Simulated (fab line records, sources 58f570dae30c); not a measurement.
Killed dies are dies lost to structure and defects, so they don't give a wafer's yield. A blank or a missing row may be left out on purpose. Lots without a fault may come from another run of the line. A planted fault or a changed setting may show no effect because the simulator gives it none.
Chamber matching | flow berkeley_cmos170 | UCB170_V2_CMP_02 on cmp-01: 4 sister chambers
The step polishes SiO2. 4 wafers are shown with their chamber, then 10 later ones without.

WAFERS WITH THEIR CHAMBER
wafer  | chamber | motor_current_A (A)
L403.1 | 0       | 17.6
L403.4 | 1       | 14.8
L406.1 | 2       | 14.1
L406.4 | 3       | 15.0

WAFERS WITHOUT THEIR CHAMBER
wafer  | motor_current_A (A)
L406.6 | 13.6
L414.2 | 15.6
L414.3 | 18.6
L414.4 | 13.2
L416.1 | 15.0
L416.2 | 13.9
L416.5 | 15.1
L418.3 | 17.0
L418.5 | 14.0
L418.6 | 14.9

WHICH CHAMBER EACH WENT THROUGH
wafer  | from the rows above          | in truth
L406.6 | can't be placed: 2 or 1 or 3 | 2
L414.2 | can't be placed: 3 or 1 or 2 | 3
L414.3 | 0                            | 0
L414.4 | can't be placed: 2 or 1 or 3 | 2
L416.1 | can't be placed: 3 or 1 or 2 | 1
L416.2 | can't be placed: 2 or 1 or 3 | 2
L416.5 | can't be placed: 3 or 1 or 2 | 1
L418.3 | 0                            | 0
L418.5 | can't be placed: 2 or 1 or 3 | 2
L418.6 | can't be placed: 1 or 3 or 2 | 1
Placed correctly: 2 of 10. Can't be placed from these rows: 8 (the true chamber is among the candidates in 8). Placed wrongly: 0.
How it was worked out, from the rows above alone: a wafer's distance from a chamber is the root of the sum, over the readings, of the square of ((its reading less the chamber's mean) divided by the reading's scatter). The wafer belongs to the nearest chamber; if the next one is less than 2 further off, it can't be placed. A chamber's mean is the mean of its shown wafers. The scatter: with one shown wafer a chamber, the root of the mean of the squares of how far each hidden wafer lies from its nearest shown one.
